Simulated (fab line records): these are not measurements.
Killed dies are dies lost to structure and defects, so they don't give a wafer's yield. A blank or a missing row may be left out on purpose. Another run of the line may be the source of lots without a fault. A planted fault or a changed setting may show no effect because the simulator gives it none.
Which tool was responsible? + flow berkeley cmos170 + 42 wafers from 14 lots sampled at 6 of the route's 331 steps

WHAT EACH GAUGE READ, for each wafer
UCB170_V2_OVL_MEAS_13.
| lot  | measured     | on         | V2_OVL (nm) |
|------|--------------|------------|-------------|
| L232 | day 8 01:35  | overlay-01 | 1 0 -3      |
| L233 | day 8 11:14  | overlay-01 | -8 -10 -4   |
| L235 | day 8 12:54  | overlay-01 | -1 4 2      |
| L236 | day 8 13:10  | overlay-02 | 7 11 12     |
| L237 | day 8 16:50  | overlay-02 | 1 -6 1      |
| L238 | day 8 23:09  | overlay-02 | -5 -2 -9    |
| L239 | day 9 10:17  | overlay-01 | -1 5 4      |
| L240 | day 9 10:44  | overlay-01 | 0 3 1       |
| L241 | day 9 11:00  | overlay-02 | 19 4 7      |
| L242 | day 9 11:17  | overlay-01 | -6 -2 1     |
| L249 | day 10 21:17 | overlay-02 | -2 1 -4     |
| L250 | day 11 10:58 | overlay-02 | -3 2 -4     |
| L254 | day 12 04:44 | overlay-01 | -6 1 -5     |
| L253 | day 12 05:05 | overlay-01 | 4 5 7       |

UCB170_M3_RS_MEAS_02: measures by four-point-probe.
| lot  | measured     | on            | M3_AL_RS (ohm/sq)    |
|------|--------------|---------------|----------------------|
| L232 | day 8 02:10  | film metro-04 | 0.0323 0.0326 0.0323 |
| L233 | day 8 11:51  | film metro-01 | 0.0317 0.0314 0.0318 |
| L235 | day 8 13:30  | film metro-01 | 0.0313 0.0317 0.0319 |
| L236 | day 8 13:46  | film metro-04 | 0.0326 0.0322 0.0324 |
| L237 | day 8 17:26  | film metro-03 | 0.0326 0.0326 0.0326 |
| L238 | day 8 23:48  | film metro-03 | 0.0326 0.0323 0.0323 |
| L239 | day 9 10:52  | film metro-03 | 0.0329 0.0327 0.0330 |
| L240 | day 9 11:20  | film metro-03 | 0.0325 0.0324 0.0321 |
| L241 | day 9 11:35  | film metro-04 | 0.0327 0.0325 0.0330 |
| L242 | day 9 11:54  | film metro-03 | 0.0321 0.0319 0.0322 |
| L249 | day 10 21:53 | film metro-03 | 0.0346 0.0324 0.0325 |
| L250 | day 11 11:33 | film metro-01 | 0.0324 0.0346 0.0325 |
| L254 | day 12 05:19 | film metro-04 | 0.0321 0.0322 0.0321 |
| L253 | day 12 05:40 | film metro-01 | 0.0322 0.0323 0.0328 |

UCB170_M3_THK_MEAS_03: measures by xrf.
| lot  | measured     | on            | M3_AL_THK (nm) |
|------|--------------|---------------|----------------|
| L232 | day 8 02:17  | film metro-04 | 897 885 896    |
| L233 | day 8 11:58  | film metro-01 | 921 925 914    |
| L235 | day 8 13:37  | film metro-01 | 931 920 914    |
| L236 | day 8 13:53  | film metro-04 | 893 899 891    |
| L237 | day 8 17:33  | film metro-03 | 883 884 891    |
| L238 | day 8 23:55  | film metro-03 | 884 897 896    |
| L239 | day 9 10:59  | film metro-03 | 873 881 877    |
| L240 | day 9 11:26  | film metro-03 | 887 889 897    |
| L241 | day 9 11:43  | film metro-04 | 883 886 871    |
| L242 | day 9 12:00  | film metro-03 | 897 902 887    |
| L249 | day 10 22:00 | film metro-03 | 835 886 884    |
| L250 | day 11 11:40 | film metro-01 | 895 844 894    |
| L254 | day 12 05:26 | film metro-04 | 898 906 908    |
| L253 | day 12 05:47 | film metro-01 | 898 895 878    |

UCB170_M3_OVL_MEAS_16.
| lot  | measured     | on         | M3_OVL (nm) |
|------|--------------|------------|-------------|
| L232 | day 8 04:47  | overlay-02 | -2 -7 -6    |
| L233 | day 8 14:25  | overlay-01 | -3 -4 -4    |
| L235 | day 8 15:52  | overlay-02 | 3 3 5       |
| L236 | day 8 15:58  | overlay-01 | -11 -8 -9   |
| L237 | day 8 19:44  | overlay-02 | -11 -9 -3   |
| L238 | day 9 01:50  | overlay-02 | 3 -4 -2     |
| L239 | day 9 13:40  | overlay-02 | 0 -8 -6     |
| L240 | day 9 13:56  | overlay-02 | -10 -14 -11 |
| L241 | day 9 14:29  | overlay-02 | -2 -9 -2    |
| L242 | day 9 14:42  | overlay-01 | -7 -4 -10   |
| L249 | day 10 23:52 | overlay-01 | 3 -6 -2     |
| L250 | day 11 13:33 | overlay-01 | -11 3 -6    |
| L254 | day 12 07:23 | overlay-01 | -16 -10 -12 |
| L253 | day 12 07:47 | overlay-01 | -2 -5 0     |

WHICH TOOL RAN EACH LOT (tool, then ch and the chambers of the sampled wafers, then the start)
| lot  | UCB170_V2_CMP_02              | UCB170_M3_SPUTTER_01         |
|------|-------------------------------|------------------------------|
| L232 | cmp-02 ch 0,1,3, day 7 23:51  | pvd sputter-04, day 8 02:05  |
| L233 | cmp-01 ch 2,3, day 8 09:13    | pvd sputter-04, day 8 11:44  |
| L235 | cmp-01 ch 0,1,3, day 8 09:56  | pvd sputter-03, day 8 13:24  |
| L236 | cmp-02 ch 0,3, day 8 09:58    | pvd sputter-04, day 8 13:40  |
| L237 | cmp-01 ch 1,2,3, day 8 15:01  | pvd sputter-04, day 8 17:20  |
| L238 | cmp-01 ch 0,1,2, day 8 20:35  | pvd sputter-02, day 8 23:41  |
| L239 | cmp-01 ch 1,3, day 9 08:29    | pvd sputter-02, day 9 10:47  |
| L240 | cmp-02 ch 1,2,3, day 9 08:50  | pvd sputter-04, day 9 11:14  |
| L241 | cmp-01 ch 0,1,2, day 9 09:03  | pvd sputter-02, day 9 11:30  |
| L242 | cmp-02 ch 1,2,3, day 9 09:15  | pvd sputter-04, day 9 11:47  |
| L249 | cmp-01 ch 0,1,3, day 10 19:22 | pvd sputter-04, day 10 21:47 |
| L250 | cmp-01 ch 2,3, day 11 09:13   | pvd sputter-04, day 11 11:28 |
| L254 | cmp-02 ch 0,1,3, day 12 02:51 | pvd sputter-02, day 12 05:14 |
| L253 | cmp-01 ch 0,1, day 12 03:04   | pvd sputter-03, day 12 05:35 |
- UCB170_V2_CMP_02: polishes SiO2.
- UCB170_M3_SPUTTER_01: material Al, target thk 900 nm, time 120 s.

WHAT THE TOOLS THEMSELVES READ (means of the sampled wafers that have a number; where no wafer has one, the mark that the record gives instead)
UCB170_V2_CMP_02.
| lot  | tool   | motor current A (A) | slurry flow ml min |
|------|--------|---------------------|--------------------|
| L232 | cmp-02 | 15.3                | 150.4              |
| L233 | cmp-01 | 17.5                | 149.9              |
| L235 | cmp-01 | 16.4                | 150.0              |
| L236 | cmp-02 | 16.2                | 150.0              |
| L237 | cmp-01 | 17.1                | 150.0              |
| L238 | cmp-01 | 15.5                | 149.7              |
| L239 | cmp-01 | 17.3                | 150.2              |
| L240 | cmp-02 | 15.2                | 149.8              |
| L241 | cmp-01 | 16.0                | 150.2              |
| L242 | cmp-02 | 15.7                | 150.4              |
| L249 | cmp-01 | 16.2                | 150.1              |
| L250 | cmp-01 | 17.9                | 150.0              |
| L254 | cmp-02 | 15.5                | 150.3              |
| L253 | cmp-01 | 15.3                | 149.8              |

UCB170_M3_SPUTTER_01.
| lot  | tool           | throttle valve pct (%) |
|------|----------------|------------------------|
| L232 | pvd sputter-04 | 29.7                   |
| L233 | pvd sputter-04 | 30.2                   |
| L235 | pvd sputter-03 | 30.9                   |
| L236 | pvd sputter-04 | 29.6                   |
| L237 | pvd sputter-04 | 29.7                   |
| L238 | pvd sputter-02 | 30.3                   |
| L239 | pvd sputter-02 | 30.5                   |
| L240 | pvd sputter-04 | 30.2                   |
| L241 | pvd sputter-02 | 30.1                   |
| L242 | pvd sputter-04 | 29.5                   |
| L249 | pvd sputter-04 | 29.7                   |
| L250 | pvd sputter-04 | 29.9                   |
| L254 | pvd sputter-02 | 30.2                   |
| L253 | pvd sputter-03 | 30.9                   |

THE ANSWER, worked out from the rows above alone
Rule: what is usual is taken from the lots themselves. The widest of any qualifying gaps counts: lots, ordered by their means at a reading, are off when they make up no more than a third of the lots, leave a main group of 4 or more, and stand apart from it by 3 or more times the standard deviation of that group's means. A main group whose means are all the same, to the digits that the tables above print for the reading, isn't used. Also off: a lot with no number at a reading for which 4 or more lots have one. The other lots that the step has rows for count as sound. The gauges are gone through in route order, then the tools' own readings, and for those a lot's mean is taken as printed above. At the first step where some lot is off, the reading lying furthest off is the one used; lots without a number count as furthest.
No lot is off at any reading shown: from this, nothing can be told.

WHAT THE SIMULATOR PUT IN
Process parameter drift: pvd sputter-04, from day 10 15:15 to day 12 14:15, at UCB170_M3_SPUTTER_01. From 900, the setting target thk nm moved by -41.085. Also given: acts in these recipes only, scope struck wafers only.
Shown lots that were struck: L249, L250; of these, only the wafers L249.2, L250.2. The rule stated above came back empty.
